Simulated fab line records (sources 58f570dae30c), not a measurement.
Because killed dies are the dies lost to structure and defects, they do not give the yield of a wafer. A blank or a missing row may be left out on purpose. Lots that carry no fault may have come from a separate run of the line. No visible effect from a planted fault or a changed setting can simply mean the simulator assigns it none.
Tool commonality check ; flow berkeley-cmos170 ; Lots sampled 12, wafers sampled 36

## WHAT PROMPTED THE OPENING
UCB170_NWELL_TW_MEAS_16, reading NWELL_TW: flagged on 2 of 12 lots. No-fault wafers: 1244, standard deviation 12.
Rule: a lot is flagged when every wafer of it that has a number lies more than 4 standard deviations from that mean, or none has a number. As for the other lots, they are considered sound.

lot;measured;on;NWELL_TW, wafer by wafer;flag
L283;day 2 15:41;film-metro-04;1243 1246 1244;
L284;day 2 15:49;film-metro-03;1253 1255 1245;
L285;day 2 20:40;film-metro-03;1256 1256 1261;
L286;day 3 01:28;film-metro-01;1225 1228 1228;
L287;day 3 04:26;film-metro-01;1227 1222 1226;
L288;day 3 04:40;film-metro-03;1254 1256 1258;
L294;day 4 11:33;film-metro-03;1320 1331 1330;FLAGGED
L296;day 5 02:55;film-metro-01;1301 1304 1311;FLAGGED
L300;day 6 00:23;film-metro-03;1253 1255 1249;
L301;day 6 05:20;film-metro-04;1243 1243 1234;
L305;day 6 21:15;film-metro-04;1241 1241 1235;
L304;day 6 21:38;film-metro-03;1249 1253 1253;
On average the flagged lots' numbers are 1316, which is +72 against the usual, or +6 standard deviations.

## WHICH TOOL EACH LOT WENT THROUGH
The record holds 1 process step before the reading, out of a route of 331 steps. Read each cell as the tool, then ch plus the chambers that the sampled wafers visited, then the start.
lot;flag;UCB170_NWELL_IMPLANT_14
L283;;implanter-02 ch 0, day 2 15:26
L284;;implanter-04 ch 0, day 2 15:37
L285;;implanter-03 ch 0, day 2 20:25
L286;;implanter-04 ch 0, day 3 01:13
L287;;implanter-04 ch 0, day 3 04:12
L288;;implanter-03 ch 0, day 3 04:26
L294;FLAGGED;implanter-02 ch 0, day 4 11:18
L296;FLAGGED;implanter-02 ch 0, day 5 02:40
L300;;implanter-04 ch 0, day 6 00:09
L301;;implanter-03 ch 0, day 6 05:05
L305;;implanter-03 ch 0, day 6 21:00
L304;;implanter-04 ch 0, day 6 21:25
What is done by these steps:
- UCB170_NWELL_IMPLANT_14
- UCB170_NWELL_TW_MEAS_16

## FLAGGED AGAINST TOTAL, ONE TOOL AT A TIME (gauges that did the reading follow at the end)
step;tool;lots run;flagged;share of the flagged lots;sound lots run after its first flagged lot
UCB170_NWELL_IMPLANT_14;implanter-02;3;2;all;0
UCB170_NWELL_IMPLANT_14;implanter-03;4;0;none;-
UCB170_NWELL_IMPLANT_14;implanter-04;5;0;none;-
UCB170_NWELL_TW_MEAS_16;film-metro-01;3;1;some;0
UCB170_NWELL_TW_MEAS_16;film-metro-03;6;1;some;2 (L300,L304)
UCB170_NWELL_TW_MEAS_16;film-metro-04;3;0;none;-

## WHAT IS ALLOWED BY THE TABLE
In the table, 1 row covers all flagged lots: implanter-02 at UCB170_NWELL_IMPLANT_14.
- implanter-02 at UCB170_NWELL_IMPLANT_14 ran 3 lots, 2 of them flagged. It ran its last sound lot, L283, at day 2 15:26 and its first flagged lot, L294, at day 4 11:18: a fault with its onset between the two fits. Its own readings lie more than 4 standard deviations out on every wafer of the flagged lots: beam-energy-keV.
One tool is left: implanter-02 at UCB170_NWELL_IMPLANT_14.

## WHAT HAD BEEN PUT IN BY THE SIMULATOR
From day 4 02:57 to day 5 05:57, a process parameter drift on implanter-02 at UCB170_NWELL_IMPLANT_14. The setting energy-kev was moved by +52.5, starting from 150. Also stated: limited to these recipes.
Lots struck among those shown: L294, L296. The rule above found the same.
